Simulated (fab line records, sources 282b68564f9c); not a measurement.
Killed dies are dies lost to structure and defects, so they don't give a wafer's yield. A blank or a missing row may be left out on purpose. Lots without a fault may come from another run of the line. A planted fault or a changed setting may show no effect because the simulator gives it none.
fab line records | flow rit_cmos
record lots=14 wafers=42 last_day=8
route steps=202 shown CONTACT@179 M1@202
lots that met no fault: from a run of the same line without faults
start_h: hours from the record's first day to the start of the lot's first wafer shown | wait_h: hours since the lot's step before | " the same as in the row above | L1.1+2: a row that stands for several wafers | - no value, or no start given | * or withheld: withheld | < > ~ a bound
route shown NAME@n: a module of which the file shows steps, and the number in the route of the first | usual: mean/standard deviation of fault-free wafers | same: alike in all rows | chamber/n: place in a boat | sites: the reading at each site | _std_site: their standard deviation | _edge_site: outer sites' mean less inner sites' | radius_mm: how far each site lies from the wafer's centre | mask NAME#n: copy n | behind: the tool/chamber that last shaped the wafer | hold: why the lot was held/for how many hours/how that ended | device: the transistor (n, p or np) that didn't switch | end of line: the same wafers' tests at the end of the route | a step without rows: its recipe alone | killed: dies lost to structure and defects at the first sort, not the wafer's yield | map: a wafer's dies, x killed, . not, _ none there
set.NAME: the setting as run; set.NAME@STEP: as run at that earlier step | model.NAME: the simulator's own value behind a step, which no gauge read
steps of the route over a sample of lots; a table a step, a row a wafer
services: from which hour (start_h, from the record's first day; less than 0 if before it) a tool's chamber was out of use, for how many hours, and why
## steps
# step RIT_CONTACT_ETCH_11
# recipe target_depth_a=4800 over_etch_frac=0.2 stop_on=TiSi2 chemistry=CHF3/CF4/Ar target=SiO2 CHF3_flow_sccm=50 cf4_flow_sccm=10 Ar_flow_sccm=100 O2_flow_sccm=5 pressure_mtorr=100 rf_w=200 time_s=320
# usual CHF3_flow_sccm=49.99/0.17 O2_flow_sccm=4.998/0.016 drypump_motor_current_A=5.6/0.52 mfc_ar_sccm=99.99/0.28 oes_product_au=0.984/0.015 throttle_valve_pct=8.85/0.11
# columns lot.wafer tool chamber start_h wait_h CHF3_flow_sccm O2_flow_sccm drypump_motor_current_A mfc_ar_sccm oes_product_au rf_hours_counter_h throttle_valve_pct
L581.3 rie_diel-01 2 54.49 0.1 50.09 4.979 5.2 99.94 0.996 139 8.89
L581.4 " 3 " " 49.96 4.982 6.4 100.08 0.972 4 8.69
L581.5 " 0 " " 50.08 4.991 4.9 100.17 0.983 - 8.93
L582.4 rie_diel-04 0 58.89 0.1 49.85 4.999 5.9 99.90 0.980 58 8.83
L582.5 " 1 " " 50.07 5.003 5.7 100.34 0.986 - 8.74
L582.6 " 2 " " 49.83 5.003 6.2 100.46 0.995 - 8.95
L583.1 rie_diel-01 1 66.17 0.1 50.13 4.997 6.3 99.73 1.010 156 8.66
L583.5 " 2 " " 50.12 5.023 5.2 100.24 0.990 - 8.88
L583.6 " 3 " " 49.66 4.988 6.4 99.70 0.971 - 8.69
L584.2 rie_diel-01 0 72.29 0.1 50.24 5.000 4.8 100.11 0.973 31 8.92
L584.4 " 1 " " 49.98 5.007 6.3 100.54 1.020 156 8.68
L584.6 " 1 " " 50.20 4.976 6.3 100.24 1.009 - 8.67
L585.2 rie_diel-04 1 77.93 0.1 49.79 5.003 5.7 99.85 0.976 29 8.75
L585.3 " 2 " " 50.08 4.984 6.2 100.04 0.993 154 8.96
L585.4 " 0 " " 50.02 4.998 5.9 99.88 0.983 58 8.82
L588.1 rie_diel-01 3 92.66 0.1 50.04 5.007 6.4 99.98 0.969 5 8.68
L588.2 " 1 " " 49.77 5.009 6.3 100.23 1.007 157 8.67
L588.6 " 0 " " 50.32 5.004 4.8 99.48 0.976 - 8.92
L589.2 rie_diel-04 3 94.97 0.1 49.75 5.020 4.8 99.74 0.950 72 9.02
L589.5 " 3 " " 49.82 5.015 4.8 99.60 0.956 - 9.02
L589.6 " 2 " " 49.89 5.008 6.2 100.05 0.987 - 8.96
L590.2 rie_diel-01 0 98.84 0.1 49.71 4.996 4.9 100.28 0.972 32 8.95
L590.3 " 1 " " 49.94 4.990 6.3 100.18 1.017 157 8.69
L590.4 " 2 " " 49.89 4.994 5.2 100.23 0.997 140 8.88
L591.2 rie_diel-04 2 107.24 0.1 50.19 4.989 6.2 99.58 0.991 154 8.96
L591.5 " 2 " " 50.33 4.998 6.2 100.22 0.992 - 8.98
L591.6 " 3 " " 49.98 4.972 4.8 99.63 0.947 - 9.01
L592.1 rie_diel-01 3 113.74 0.1 50.32 4.971 6.4 99.87 0.974 5 8.69
L592.2 " 1 " " 50.04 4.983 6.3 100.00 1.016 157 8.68
L592.6 " 3 " " 50.37 4.968 6.3 99.84 0.981 - 8.69
L593.1 rie_diel-03 2 115.76 0.1 50.18 5.017 5.5 100.21 0.988 77 8.81
L593.4 " 3 " " 50.30 5.018 5.4 99.93 0.974 - 8.86
L593.6 " 0 " " 49.84 5.017 5.7 99.72 0.990 - 8.99
L595.1 rie_diel-01 0 123.86 0.1 - - - - - - -
L595.4 " 3 " " - - - - - - -
L595.6 " 2 " " - - - - - - -
L596.2 rie_diel-03 1 128.00 0.1 - - - - - - -
L596.4 " 2 " " - - - - - - -
L596.5 " 3 " " - - - - - - -
L604.1 rie_diel-04 2 177.00 0.1 49.96 5.018 6.2 99.76 1.005 0 8.95
L604.3 " 3 " " 50.12 4.990 4.8 99.88 0.960 74 9.00
L604.4 " 1 " " 50.04 4.984 5.7 99.57 0.982 31 8.74
# step RIT_CONTACT_CD_MEAS_90
# recipe target_cd_nm=1000
# usual cd_nm=999.2/2.2
# columns lot.wafer tool chamber start_h wait_h cd_nm
L581.3 cd_sem-01 - 54.90 0.1 1007.0
L581.4 " - " " 1003.1
L581.5 " - " " 1004.8
L582.4 cd_sem-01 - 59.32 0.1 1000.6
L582.5 " - " " 1002.3
L582.6 " - " " 999.7
L583.1 cd_sem-01 - 66.54 0.1 999.7
L583.5 " - " " 997.5
L583.6 " - " " 999.4
L584.2 cd_sem-01 - 72.68 0.1 1001.4
L584.4 " - " " 1000.2
L584.6 " - " " 1001.5
L585.2 cd_sem-01 - 78.32 0.1 1000.2
L585.3 " - " " 999.6
L585.4 " - " " 1000.7
L588.1 cd_sem-01 - 93.02 0.1 999.8
L588.2 " - " " 1003.1
L588.6 " - " " 999.8
L589.2 cd_sem-01 - 95.36 0.1 1001.8
L589.5 " - " " 1001.7
L589.6 " - " " 999.5
L590.2 cd_sem-01 - 99.23 0.1 996.0
L590.3 " - " " 998.0
L590.4 " - " " 997.9
L591.2 cd_sem-02 - 107.63 0.1 997.8
L591.5 " - " " 997.3
L591.6 " - " " 996.4
L592.1 cd_sem-01 - 114.11 0.1 1002.2
L592.2 " - " " 997.3
L592.6 " - " " 998.8
L593.1 cd_sem-02 - 116.13 0.1 998.8
L593.4 " - " " 998.6
L593.6 " - " " 996.8
L595.1 cd_sem-02 - 124.23 0.1 -
L595.4 " - " " -
L595.6 " - " " -
L596.2 cd_sem-01 - 128.39 0.1 -
L596.4 " - " " -
L596.5 " - " " -
L604.1 cd_sem-02 - 177.37 0.1 998.4
L604.3 " - " " 999.0
L604.4 " - " " 996.1
# step RIT_M1_PROBE_99
# usual killed_at_contacts=0.1/0.3 killed_at_front_end=7/3.4 killed_dies=7/3.4 killed_on_rim=1.9/1.4 killed_open=3.6/2.1 killed_short=3.5/2.1
# same gross_dies=264 killed_at_M0_to_M3=0 killed_at_M4_up=0 killed_at_back_side=0 killed_at_other=0
# columns lot.wafer tool chamber start_h wait_h killed_at_contacts killed_at_front_end killed_dies killed_on_rim killed_open killed_short
L581.3 prober-01 - 59.57 0.2 0 5 5 2 0 5
L581.4 prober-01 - 59.62 0.2 0 2 2 0 2 0
L581.5 prober-01 - 59.67 0.2 0 10 10 4 2 8
L583.1 prober-01 - 71.14 0.1 0 4 4 1 3 1
L583.5 prober-01 - 71.34 0.2 0 6 6 0 4 2
L583.6 prober-01 - 71.39 0.2 0 5 5 1 4 1
L591.2 prober-01 - 112.14 0.1 0 7 7 2 3 4
L591.5 prober-01 - 112.29 0.2 0 4 4 1 3 1
L591.6 prober-01 - 112.34 0.2 0 6 6 4 4 2
L593.1 prober-01 - 121.20 0.1 0 6 6 1 4 2
L593.4 prober-01 - 121.35 0.2 0 5 5 3 5 0
L593.6 prober-01 - 121.45 0.2 0 2 2 0 1 1
L595.1 prober-01 - 128.87 0.1 252 12 264 70 5 7
L595.4 prober-01 - 129.02 0.2 244 20 264 70 10 10
L595.6 prober-01 - 129.12 0.2 252 12 264 70 6 6
L596.2 prober-02 - 133.05 0.1 260 4 264 70 1 3
L596.4 prober-02 - 133.15 0.2 262 2 264 70 1 1
L596.5 prober-02 - 133.20 0.2 259 5 264 70 4 1
# killed by level:class
L581.3 SPACER:geometric_particle:short=3 GATE:geometric_particle:short=2
L581.4 FOX2:geometric_particle:open=1 GATE:geometric_particle:open=1
L581.5 GATE:geometric_particle:short=2 SPACER:geometric_particle:short=2 FOX1:geometric_particle:short=1 FOX1:geometric_particle:open=1 FOX2:geometric_particle:short=1 REOX:geometric_particle:short=1 REOX:geometric_particle:open=1 SILICIDE:geometric_particle:short=1
L583.1 GATE:geometric_particle:open=3 GATE:geometric_particle:short=1
L583.5 GATE:geometric_particle:open=2 FOX1:geometric_particle:open=1 GATE:geometric_particle:short=1 SILICIDE:geometric_particle:short=1 SILICIDE:geometric_particle:open=1
L583.6 FOX1:geometric_particle:open=1 GATE:geometric_particle:open=1 GATE:geometric_particle:short=1 SPACER:geometric_particle:open=1 SILICIDE:geometric_particle:open=1
L591.2 GATE:geometric_particle:short=3 GATE:geometric_particle:open=1 REOX:geometric_particle:open=1 SILICIDE:geometric_particle:short=1 SILICIDE:geometric_particle:open=1
L591.5 SILICIDE:geometric_particle:open=2 GATE:geometric_particle:open=1 GATE:geometric_particle:short=1
L591.6 GATE:geometric_particle:open=2 REOX:geometric_particle:short=1 SPACER:geometric_particle:open=1 SILICIDE:geometric_particle:open=1 SILICIDE:geometric_particle:short=1
L593.1 GATE:geometric_particle:short=2 FOX2:geometric_particle:open=1 GATE:geometric_particle:open=1 SPACER:geometric_particle:open=1 SILICIDE:geometric_particle:open=1
L593.4 REOX:geometric_particle:open=2 FOX2:geometric_particle:open=1 GATE:geometric_particle:open=1 SPACER:geometric_particle:open=1
L593.6 REOX:geometric_particle:open=1 SILICIDE:geometric_particle:short=1
L595.1 CONTACT:area_etch=252 SILICIDE:geometric_particle:short=5 GATE:geometric_particle:open=3 FOX1:geometric_particle:short=1 REOX:geometric_particle:open=1 SPACER:geometric_particle:short=1 SILICIDE:geometric_particle:open=1
L595.4 CONTACT:area_etch=244 GATE:geometric_particle:open=6 GATE:geometric_particle:short=4 SPACER:geometric_particle:short=4 FOX1:geometric_particle:short=2 FOX1:geometric_particle:open=2 SILICIDE:geometric_particle:open=2
L595.6 CONTACT:area_etch=252 REOX:geometric_particle:open=3 GATE:geometric_particle:short=2 REOX:geometric_particle:short=2 SILICIDE:geometric_particle:short=2 FOX1:geometric_particle:open=1 GATE:geometric_particle:open=1 SPACER:geometric_particle:open=1
L596.2 CONTACT:area_etch=260 GATE:geometric_particle:short=3 SILICIDE:geometric_particle:open=1
L596.4 CONTACT:area_etch=262 SPACER:geometric_particle:short=1 SILICIDE:geometric_particle:open=1
L596.5 CONTACT:area_etch=259 GATE:geometric_particle:open=4 REOX:geometric_particle:short=1
## services
# columns tool chamber start_h hours kind
rie_diel-04 1 59.89 7.6 repair
rie_diel-04 - 66.83 0.9 repair
rie_diel-03 1 93.32 - clean
rie_diel-03 1 93.32 31.0 scheduled_down
rie_diel-03 1 93.32 31.0 vent_cycle
rie_diel-03 - 94.12 0.2 repair
rie_diel-01 1 127.12 10.1 repair
rie_diel-03 3 129.62 4.2 repair
rie_diel-04 2 129.77 - clean
rie_diel-04 2 129.77 32.4 scheduled_down
rie_diel-04 2 129.77 32.4 vent_cycle
rie_diel-01 1 137.20 - clean
rie_diel-01 1 137.20 23.5 scheduled_down
rie_diel-01 1 137.20 23.5 vent_cycle
rie_diel-04 3 145.48 5.7 repair
rie_diel-03 3 166.24 - clean
## key
first_sign step=RIT_CONTACT_ETCH_11 reading=tool_record direction=missing
effect step=RIT_CONTACT_CD_MEAS_90 reading=cd_nm direction=missing
effect step=RIT_M1_PROBE_99 reading=killed_at_contacts direction=up sigmas=99+ usual=0.1 struck=254.8
more_kills_born_at RIT_CONTACT_ETCH_11@rie_diel-03=781 RIT_CONTACT_ETCH_11@rie_diel-01=748
met_at RIT_CONTACT_ETCH_11
struck_lots L595,L596
later_rows_left_out L595.1,L595.4,L595.6,L596.2,L596.4,L596.5
tester_left_out L595,L596
onset_between 115.76 123.86
fault kind=skipped_step_whole tool=rie_diel-01,rie_diel-03 chamber=- onset_h=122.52 steps=RIT_CONTACT_ETCH_11 scope=struck_lots_only
# tester_left_out: of these lots the tester's yield and bins aren't shown, on N5 and GAA mostly nor the transistor test; their killed dies are dies lost to structure and defects alone, not to doping, threshold or leakage, so they don't give the yield
# later_rows_left_out: the simulator's readings of these wafers behind a module that went badly wrong aren't trusted and aren't shown, but for the sort
